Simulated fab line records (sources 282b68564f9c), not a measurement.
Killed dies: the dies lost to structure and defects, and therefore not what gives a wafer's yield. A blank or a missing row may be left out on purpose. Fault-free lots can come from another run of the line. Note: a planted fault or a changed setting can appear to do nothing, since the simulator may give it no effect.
8D (eight disciplines) problem report, filled in by code ; flow rit cmos ; the parts of the form that need people (team, actions taken, sign-off) are left out

1. THE PROBLEM
Mean NWELL_RS at RIT_WELLDRIVE_RS_MEAS_01: 322.2 ohm/sq over 6 wafers in 2 lots; fault-free wafers: 275.8 ohm/sq, standard deviation 0.82. That puts it +57 standard deviations away from the usual mean.
The step: measures by four-point-probe.
First observed at day 4 13:30: wafer L151.2, on film metro-04. The record has a number at this step for 42 wafers belonging to 14 lots. By rule, "out" or "out of limits" means more than 4 standard deviations away from the usual mean. Any other wafer with a number is counted as sound.

2. WHAT THIS IS AND IS NOT
question;is;is not
which readings at this step;NWELL_RS;-
which lots;L151, L153;L140, L141, L142, L144, L145, L146, L150, L157, L159, L160, L162, L163
which wafers of those lots;all that have a number;-
read on which gauges;film metro-01, film metro-04;film metro-03
when;from day 4 13:30;"up to then (21 sound wafers); but 15 sound wafers of L157, L159, L160, L162, L163 came after"

3. WHAT RULES OUT EACH SUSPECT
Counting: a tool at any process step up to the reading remains a suspect when it ran all the lots that are out and ran no sound lot after the first of those.
- the gauge at RIT_WELLDRIVE_RS_MEAS_01: ruled out. Those wafers that are out were read across 2 gauges (film metro-01, film metro-04).
- furnace-01 at RIT_WELLDRIVE_ANNEAL_00 (time 14700 s): kept. All lots that are out passed through it, beginning with L151 at day 4 08:24, and no sound lot followed; its final sound lot before that point was L146 at day 3 08:44. On those wafers its own readings are out: run length s.
Remaining after the count: furnace-01 at RIT_WELLDRIVE_ANNEAL_00.

4. THE CAUSE (what the simulator had put in)
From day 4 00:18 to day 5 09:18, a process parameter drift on furnace-01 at RIT_WELLDRIVE_ANNEAL_00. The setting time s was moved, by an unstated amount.
After counting, this tool was the only one left.

5. THE CHAIN OF EFFECTS, in route order
Rows list readings where the struck wafers' mean (over those with a number) sits beyond 3 standard deviations from the usual. Readings are gone through only where the record gives a usual standard deviation; hours: the median, over the lots, of the time from a lot's start at the first step in this table giving one to that lot's start at this step; sigmas: the change measured in usual standard deviations.
hours;step;reading;usual;on struck wafers;change;sigmas
0;RIT_WELLDRIVE_ANNEAL_00;run length s;18270 s;9455;-8815;-99 or more
5;RIT_WELLDRIVE_RS_MEAS_01;NWELL_RS;275.8 ohm/sq;322.2;+46.4;+57
5;RIT_WELLDRIVE_RS_MEAS_02;PWELL_RS;429.1 ohm/sq;473.4;+44.3;+40
It contains these process steps:
- RIT_WELLDRIVE_ANNEAL_00: time 14700 s.

6. HOW IT WOULD HAVE BEEN CAUGHT EARLIER
13 hours passed between the start of the fault at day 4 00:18 and the first reading out of limits at a measuring or inspecting step in this record, taken at day 4 13:30.
Tool's own readings at RIT_WELLDRIVE_ANNEAL_00, run length s: out on all struck wafers the step has rows for; an alarm limit on them would have tripped on the first.
Of the lots that are out (2), L153 began RIT_WELLDRIVE_ANNEAL_00 on furnace-01 after day 4 13:30. Putting the tool on hold at that point would have spared it.
